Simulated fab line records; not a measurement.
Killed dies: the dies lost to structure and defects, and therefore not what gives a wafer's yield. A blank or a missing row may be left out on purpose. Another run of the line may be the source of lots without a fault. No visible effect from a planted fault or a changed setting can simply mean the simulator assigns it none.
Problem report, 8D (eight disciplines) form, completed by code / flow berkeley cmos170 / the parts of the form that need people (team, actions taken, sign-off) are left out

## 1. PROBLEM STATEMENT
Wafers free of any fault read 1994 nm (standard deviation 27) for V1_TEOS_THK at UCB170_V1_THK_MEAS_01, against a mean of 2851 nm on 9 wafers of 3 lots. That puts it +32 standard deviations away from the usual mean.
The first sign was on wafer L404.1 at day 11 15:04, on film metro-03. At this step, 45 wafers from 15 lots have a number in the record. Rule for "out", or "out of limits": more than 4 standard deviations from the usual mean. The other wafers with a number count as sound.

## 2. WHAT THIS IS AND IS NOT
question=which readings at this step | is=V1_TEOS_THK | is not=-
question=which lots | is=L404, L405, L406 | is not=L386, L387, L389, L390, L391, L392, L395, L396, L400, L402, L407, L409
question=which wafers of those lots | is=all that have a number | is not=-
question=read on which gauges | is=film metro-01, film metro-02, film metro-03 | is not=-
question=when | is=from day 11 15:04 | is not=up to then (30 sound wafers); but 6 sound wafers of L407, L409 came after

## 3. WHAT RULES OUT EACH SUSPECT
Counting: a tool at any process step up to the reading remains a suspect when it ran all the lots that are out and ran no sound lot after the first of those.
- the gauge at UCB170_V1_THK_MEAS_01 is ruled out. The wafers that are out were read on 3 gauges (film metro-01, film metro-02, film metro-03).
- pecvd-01 at UCB170_V1_CVD_00 (deposits SiO2 from TEOS/O2, target thk 2000 nm, time 250 s): kept. It processed each lot that is out, first L404 at day 11 14:55, and no sound lot thereafter; up to then, the last sound lot it processed was L391 at day 8 23:44. Out on those wafers are its own readings of run length s.
After counting, what remains is pecvd-01 at UCB170_V1_CVD_00.

## 4. THE CAUSE (what the simulator had put in)
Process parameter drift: pecvd-01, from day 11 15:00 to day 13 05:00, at UCB170_V1_CVD_00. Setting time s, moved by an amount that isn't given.
Counting left only this tool.

## 5. SEQUENCE OF EFFECTS, ordered by route
Rows list readings where the struck wafers' mean (over those with a number) sits beyond 3 standard deviations from the usual. Only readings whose record carries a usual standard deviation are examined. hours: median over the lots of the time between each lot's start at the first step of this table that gives one and its start at this step. sigmas: the change, counted in usual standard deviations.
hours=0; step=UCB170_V1_CVD_00; reading=run length s; usual=277.8 s; on struck wafers=386.7; change=+108.9; sigmas=+99 or more
hours=0; step=UCB170_V1_THK_MEAS_01; reading=V1_TEOS_THK; usual=1994 nm; on struck wafers=2851; change=+857; sigmas=+32
The process steps in it:
- UCB170_V1_CVD_00: deposits SiO2 from TEOS/O2, target thk 2000 nm, time 250 s.

## 6. HOW IT WOULD HAVE BEEN CAUGHT EARLIER
Counted from the fault's start at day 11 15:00, it took 0 hours until the first out-of-limits reading at a measuring or inspecting step in this record, taken at day 11 15:04.
The tool's own readings at UCB170_V1_CVD_00 were out on every struck wafer that the step has a row for (run length s): an alarm limit on them would have fired on the first of those.
Of the lots that are out (3), L406 began UCB170_V1_CVD_00 on pecvd-01 after day 11 15:04. Had the tool been put on hold then, it would have been spared.
